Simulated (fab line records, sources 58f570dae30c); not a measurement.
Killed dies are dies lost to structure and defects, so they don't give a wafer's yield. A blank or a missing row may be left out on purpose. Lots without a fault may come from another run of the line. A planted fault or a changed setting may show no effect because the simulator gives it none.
Split-lot experiment | flow berkeley_cmos170 | 5 lots, 23 wafers read, on a route of 331 steps

THE SPLIT
At UCB170_M3_METAL_ETCH_18 (etches Al in Cl2/BCl3, stops on SiO2, target depth 1170 nm, time 195 s), the setting time_s was moved away from the recipe's 195 s on 9 of the 23 wafers read, by -14.6% to -9.5%. The other wafers ran this setting at the recipe's value.

The file shows no step between the split and the reading.

THE READING
oes_product_au, in a.u., at UCB170_M3_STRIP_19 (strips in O2). Fault-free wafers of this fab line usually give 0.539 a.u., standard deviation 0.012 a.u..

wafer  | tool, chamber at the split | time_s as run, s | against the recipe | oes_product_au, a.u. | against lot-mates on the recipe
L075.1 | rie_metal-01, 1            | 195              | recipe             | 0.523                | -
L075.2 | rie_metal-01, 0            | 175.7            | -9.9%              | 0.629                | +0.093
L075.3 | rie_metal-01, 0            | 175.7            | -9.9%              | 0.617                | +0.081
L075.4 | rie_metal-01, 1            | 175.7            | -9.9%              | 0.601                | +0.065
L075.5 | rie_metal-01, 0            | 195              | recipe             | 0.548                | -
L077.1 | rie_metal-02, 0            | 195              | recipe             | 0.534                | -
L077.2 | rie_metal-02, 1            | 195              | recipe             | 0.534                | -
L077.4 | rie_metal-02, 1            | 195              | recipe             | 0.541                | -
L077.5 | rie_metal-02, 0            | 195              | recipe             | 0.529                | -
L077.6 | rie_metal-02, 1            | 195              | recipe             | 0.549                | -
L085.2 | rie_metal-02, 1            | 195              | recipe             | 0.539                | -
L085.3 | rie_metal-02, 1            | 166.6            | -14.6%             | 0.655                | +0.116
L085.4 | rie_metal-02, 0            | 166.6            | -14.6%             | 0.619                | +0.080
L085.5 | rie_metal-02, 1            | 195              | recipe             | 0.539                | -
L085.6 | rie_metal-02, 0            | 166.6            | -14.6%             | 0.626                | +0.087
L084.2 | rie_metal-01, 1            | 195              | recipe             | 0.529                | -
L084.3 | rie_metal-01, 1            | 195              | recipe             | 0.534                | -
L084.6 | rie_metal-01, 0            | 195              | recipe             | 0.561                | -
L083.1 | rie_metal-02, 0            | 176.5            | -9.5%              | 0.581                | +0.035
L083.2 | rie_metal-02, 1            | 176.5            | -9.5%              | 0.611                | +0.065
L083.3 | rie_metal-02, 1            | 195              | recipe             | 0.549                | -
L083.5 | rie_metal-02, 0            | 176.5            | -9.5%              | 0.580                | +0.034
L083.6 | rie_metal-02, 1            | 195              | recipe             | 0.543                | -

THE FIT
A straight line over all 23 wafers: oes_product_au changes by -0.00652 a.u. for each +1% of time_s; r = -0.95; the points scatter about the line by 0.013 a.u..
The same after taking each lot's own level away (the mean of its wafers on the recipe; 23 wafers): -0.00649 a.u. for each +1%; r = -0.94; scatter 0.015 a.u..
On that fit, the largest move of time_s shifts the reading by 0.095 a.u..
The lots' own levels span 0.5355 to 0.5460 a.u., that is 0.9 times the standard deviation above.
So the lot-to-lot level changes the slope little: the two slopes agree.
Check: with one of the wafers moved furthest among these (-14.6%) left out of the fit, the line predicts +0.0896 a.u. for it against its lot-mates. It came out at +0.116 a.u. against them.
Tool readings at the split's step, against how far the setting was moved: oes_product_au r = -0.91.

OTHER SPLITS ON THESE WAFERS
These wafers also went through other splits before the reading. Each is held against what the fit with the lots' levels taken away leaves over:
other split on the same wafers | wafers away from the commonest value | r with oes_product_au (lot level and that fit taken away)
UCB170_M2_PEB_13 peb_temp_c    | 8                                    | +0.34
UCB170_M2_METAL_ETCH_18 icp_w  | 5                                    | -0.28
UCB170_V2_EXPOSE_09 dose_mj    | 11                                   | -0.18
UCB170_V2_ETCH_14 rf_w         | 6                                    | +0.16

THE WHOLE CHAIN: every reading that the file lists as answering this split, in the file's order
step                    | what it does                                                           | reading                                                                   | change (the file's fit)                   | r (the file's)
UCB170_M3_METAL_ETCH_18 | etches Al in Cl2/BCl3, stops on SiO2, target depth 1170 nm, time 195 s | oes_product_au                                                            | -0.0042 a.u. for each +1% of the setting  | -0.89
UCB170_M3_METAL_ETCH_18 | etches Al in Cl2/BCl3, stops on SiO2, target depth 1170 nm, time 195 s | KrF_of_M3_COAT_10.thk_nm (the simulator's own value, which no gauge read) | -6.2 nm for each +1% of the setting       | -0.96
UCB170_M3_METAL_ETCH_18 | etches Al in Cl2/BCl3, stops on SiO2, target depth 1170 nm, time 195 s | SiO2_of_V2_CVD_00.thk_nm (the simulator's own value, which no gauge read) | -0.513 nm for each +1% of the setting     | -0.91
UCB170_M3_STRIP_19      | strips in O2                                                           | oes_product_au                                                            | -0.00647 a.u. for each +1% of the setting | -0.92

THE FILE'S OWN FIT
oes_product_au changes by -0.00647 a.u. for each +1% of time_s, r = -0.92.
